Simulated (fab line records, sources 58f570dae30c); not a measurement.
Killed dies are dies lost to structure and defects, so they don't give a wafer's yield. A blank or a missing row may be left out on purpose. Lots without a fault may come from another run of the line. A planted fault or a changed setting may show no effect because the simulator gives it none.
fab line records | flow berkeley_cmos170 | part 2 of 2: steps 31 to 42 of 42
record lots=5 wafers=15 last_day=12
route steps=331 shown PLDD@156 NLDD@158 SPACER@171 PSD@175 NSD@187
lots that met no fault: from a run of the same line without faults
start_h: hours from the record's first day to the start of the lot's first wafer shown | wait_h: hours since the lot's step before | " the same as in the row above | L1.1+2: a row that stands for several wafers | - no value, or no start given | * or withheld: withheld | < > ~ a bound
route shown NAME@n: a module of which the file shows steps, and the number in the route of the first | usual: mean/standard deviation of fault-free wafers | same: alike in all rows | chamber/n: place in a boat | sites: the reading at each site | _std_site: their standard deviation | _edge_site: outer sites' mean less inner sites' | radius_mm: how far each site lies from the wafer's centre | mask NAME#n: copy n | behind: the tool/chamber that last shaped the wafer | hold: why the lot was held/for how many hours/how that ended | device: the transistor (n, p or np) that didn't switch | end of line: the same wafers' tests at the end of the route | a step without rows: its recipe alone | killed: dies lost to structure and defects at the first sort, not the wafer's yield | map: a wafer's dies, x killed, . not, _ none there
set.NAME: the setting as run; set.NAME@STEP: as run at that earlier step | model.NAME: the simulator's own value behind a step, which no gauge read
lots at some steps of the route; a table a step, a row a wafer
services: from which hour (start_h, from the record's first day; less than 0 if before it) a tool's chamber was out of use, for how many hours, and why
## steps
# step UCB170_PSD_CLEAN_11
# recipe chemistry=SPM temp_c=120 time_s=600
# columns lot.wafer tool chamber start_h wait_h
L076.2+3+6 wet_bench-03 0 170.97 0.1
L081.2+3+5 wet_bench-03 3 200.31 0.3
L086.3+4+5 wet_bench-01 2 214.86 0.0
L088.1+2+6 wet_bench-03 3 229.94 0.1
L093.1+4+6 wet_bench-01 2 263.15 1.0
# step UCB170_NSD_HMDS_00
# recipe prime_time_s=60 prime_temp_c=100
# columns lot.wafer tool chamber start_h wait_h
L076.2+3+6 litho_track-01 0 171.99 0.8
L081.2+3+5 litho_track-04 0 200.72 0.0
L086.3+4+5 litho_track-02 0 215.21 0.2
L088.1+2+6 litho_track-01 0 230.32 0.2
L093.1+4+6 litho_track-01 0 263.61 0.3
# step UCB170_NSD_COAT_01
# recipe resist=KrF spin_rpm=1500 resist_thk_nm=900
# columns lot.wafer tool chamber start_h wait_h
L076.2+3+6 litho_track-01 0 172.14 0.1
L081.2+3+5 litho_track-04 0 200.87 0.1
L086.3+4+5 litho_track-02 0 215.36 0.1
L088.1+2+6 litho_track-01 0 230.47 0.1
L093.1+4+6 litho_track-01 0 263.76 0.1
# step UCB170_NSD_SOFTBAKE_02
# recipe resist=KrF temp_c=130 time_s=60
# columns lot.wafer tool chamber start_h wait_h
L076.2+3+6 litho_track-01 0 172.29 0.1
L081.2+3+5 litho_track-04 0 201.02 0.1
L086.3+4+5 litho_track-02 0 215.51 0.1
L088.1+2+6 litho_track-01 0 230.62 0.1
L093.1+4+6 litho_track-01 0 263.91 0.1
# step UCB170_NSD_EXPOSE_03
# recipe mask_id=NSELECT_MOD na=0.5 sigma_outer=0.6 source_shape=conventional target_cd_nm=1200 dose_mj=30
# usual exposure_dose_mJ_cm2=29.98/0.034
# columns lot.wafer tool chamber start_h wait_h mask exposure_dose_mJ_cm2
L076.2 krf_scanner-01 0 172.44 0.1 NSELECT_MOD#0 29.97
L076.3 " 0 " " NSELECT_MOD#0 30.01
L076.6 " 0 " " NSELECT_MOD#0 29.99
L081.2 krf_scanner-02 0 201.29 0.2 NSELECT_MOD#0 29.89
L081.3 " 0 " " NSELECT_MOD#0 29.94
L081.5 " 0 " " NSELECT_MOD#0 30.01
L086.3 krf_scanner-01 0 215.65 0.1 NSELECT_MOD#0 29.93
L086.4 " 0 " " NSELECT_MOD#0 29.95
L086.5 " 0 " " NSELECT_MOD#0 29.94
L088.1 krf_scanner-01 0 230.94 0.3 NSELECT_MOD#0 29.98
L088.2 " 0 " " NSELECT_MOD#0 29.95
L088.6 " 0 " " NSELECT_MOD#0 29.91
L093.1 krf_scanner-02 0 264.06 0.1 NSELECT_MOD#0 29.99
L093.4 " 0 " " NSELECT_MOD#0 29.93
L093.6 " 0 " " NSELECT_MOD#0 29.93
# step UCB170_NSD_PEB_04
# recipe peb_temp_c=130 peb_time_s=withheld resist=KrF
# columns lot.wafer tool chamber start_h wait_h
L076.2+3+6 litho_track-04 0 172.72 0.3
L081.2+3+5 litho_track-04 0 201.62 0.3
L086.3+4+5 litho_track-01 0 216.26 0.6
L088.1+2+6 litho_track-01 0 231.49 0.5
L093.1+4+6 litho_track-02 0 264.91 0.8
# step UCB170_NSD_DEVELOP_05
# recipe developer=TMAH develop_time_s=45 resist=KrF dev_temp_c=21
# columns lot.wafer tool chamber start_h wait_h
L076.2+3+6 litho_track-04 0 - -
L081.2+3+5 litho_track-04 0 - -
L086.3+4+5 litho_track-01 0 - -
L088.1+2+6 litho_track-01 0 - -
L093.1+4+6 litho_track-02 0 - -
# step UCB170_NSD_CD_MEAS_06
# recipe target_cd_nm=1200
# usual cd_nm=1200.1/1.4
# columns lot.wafer tool chamber start_h wait_h cd_nm
L076.2 cd_sem-02 - 172.99 - 1199.5
L076.3 " - " " 1198.5
L076.6 " - " " 1199.4
L081.2 cd_sem-01 - 201.89 - 1200.2
L081.3 " - " " 1201.3
L081.5 " - " " 1199.0
L086.3 cd_sem-01 - 216.53 - 1199.6
L086.4 " - " " 1199.6
L086.5 " - " " 1198.9
L088.1 cd_sem-01 - 231.77 - 1201.0
L088.2 " - " " 1201.0
L088.6 " - " " 1201.7
L093.1 cd_sem-01 - 265.19 - 1200.9
L093.4 " - " " 1200.0
L093.6 " - " " 1201.8
# step UCB170_NSD_OVL_MEAS_07
# usual NSD_OVL=2/5.5
# columns lot.wafer tool chamber start_h wait_h NSD_OVL[nm]
L076.2 overlay-02 - 173.10 0.1 15
L076.3 " - " " 10
L076.6 " - " " 5
L081.2 overlay-01 - 201.99 0.1 4
L081.3 " - " " -9
L081.5 " - " " 7
L086.3 overlay-02 - 216.62 0.1 4
L086.4 " - " " 9
L086.5 " - " " -4
L088.1 overlay-02 - 231.89 0.1 5
L088.2 " - " " 3
L088.6 " - " " 9
L093.1 overlay-02 - 265.31 0.1 -7
L093.4 " - " " -3
L093.6 " - " " -3
# step UCB170_NSD_IMPLANT_08
# recipe species=P dose_cm2=3e+15 energy_kev=39.22 tilt_deg=7
# usual end_station_pressure_torr=1.25e-05/6.1e-07
# columns lot.wafer tool chamber start_h wait_h end_station_pressure_torr
L076.2 implanter-02 0 173.15 0.0 1.29e-05
L076.3 " 0 " " 1.21e-05
L076.6 " 0 " " 1.24e-05
L081.2 implanter-02 0 202.05 0.0 1.13e-05
L081.3 " 0 " " 1.27e-05
L081.5 " 0 " " 1.39e-05
L086.3 implanter-03 0 216.69 0.1 1.23e-05
L086.4 " 0 " " 1.3e-05
L086.5 " 0 " " 1.33e-05
L088.1 implanter-02 0 231.92 0.0 1.21e-05
L088.2 " 0 " " 1.26e-05
L088.6 " 0 " " 1.31e-05
L093.1 implanter-03 0 265.34 0.0 1.17e-05
L093.4 " 0 " " 1.21e-05
L093.6 " 0 " " 1.21e-05
# step UCB170_NSD_STRIP_09
# recipe chemistry=O2 power_w=400 pressure_mtorr=3500 platen_temp_c=withheld o2_flow_sccm=400 overash_fraction=0.5
# usual drypump_motor_current_A=5.79/0.28 oes_product_au=0.537/0.0045 strip_time_to_endpoint_s=35.58/0.09
# same overash_fraction=0.5
# columns lot.wafer tool chamber start_h wait_h drypump_motor_current_A oes_product_au rf_hours_counter_h strip_time_to_endpoint_s
L076.2 plasma_asher-02 0 173.28 0.1 6.35 0.540 40 35.67
L076.3 " 1 " " 5.73 0.535 - 35.66
L076.6 " 1 " " 5.71 0.534 - 35.69
L081.2 plasma_asher-03 0 202.17 0.1 5.62 0.532 9 35.69
L081.3 " 0 " " 5.61 0.538 - 35.65
L081.5 " 0 " " 5.61 0.540 - 35.69
L086.3 plasma_asher-03 1 216.82 0.1 5.59 0.535 - 35.48
L086.4 " 0 " " 5.58 0.535 - 35.45
L086.5 " 0 " " 5.60 0.529 - 35.46
L088.1 plasma_asher-03 1 232.07 0.1 5.53 0.544 12 35.52
L088.2 " 0 " " 5.61 0.529 12 35.65
L088.6 " 0 " " 5.60 0.549 - 35.56
L093.1 plasma_asher-02 0 265.49 0.1 6.35 0.545 49 35.72
L093.4 " 0 " " 6.35 0.534 - 35.80
L093.6 " 0 " " 6.34 0.542 - 35.69
# step UCB170_NSD_TW_MEAS_10
# usual NSD_TW=4150/16
# columns lot.wafer tool chamber start_h wait_h NSD_TW
L076.2 film_metro-02 - 173.39 0.1 4151
L076.3 " - " " 4150
L076.6 " - " " 4177
L081.2 film_metro-01 - 202.28 0.1 4173
L081.3 " - " " 4166
L081.5 " - " " 4171
L086.3 film_metro-03 - 216.91 0.1 4133
L086.4 " - " " 4148
L086.5 " - " " 4131
L088.1 film_metro-03 - 232.17 0.1 4146
L088.2 " - " " 4136
L088.6 " - " " 4150
L093.1 film_metro-03 - 265.59 0.1 4150
L093.4 " - " " 4153
L093.6 " - " " 4153
## services
# columns tool chamber start_h hours kind
implanter-01 - 143.83 2.6 repair
wet_bench-01 - 158.97 4.4 pm
pecvd-04 1 163.73 6.0 repair
rie_diel-04 1 174.25 3.1 repair
implanter-04 - 178.01 2.5 pm
furnace-04 - 180.14 4.0 pm
krf_scanner-02 0 185.73 - calibration
krf_scanner-02 - 191.44 1.3 pm
krf_scanner-02 - 193.55 0.5 repair
rie_diel-04 - 195.02 15.6 pm
implanter-01 - 196.81 1.3 repair
implanter-03 - 214.18 1.7 repair
implanter-04 - 215.39 1.8 repair
plasma_asher-02 - 220.74 6.0 repair
rie_diel-04 0 222.63 2.7 repair
implanter-03 - 225.61 2.5 pm
krf_scanner-01 - 226.99 0.8 pm
krf_scanner-01 - 228.66 1.3 pm
pecvd-02 - 242.50 14.0 pm
rie_diel-04 1 243.02 8.8 repair
furnace-04 - 245.32 3.3 pm
rie_diel-04 0 247.68 3.8 repair
rie_diel-01 1 256.85 9.6 repair
plasma_asher-03 - 265.03 10.4 repair
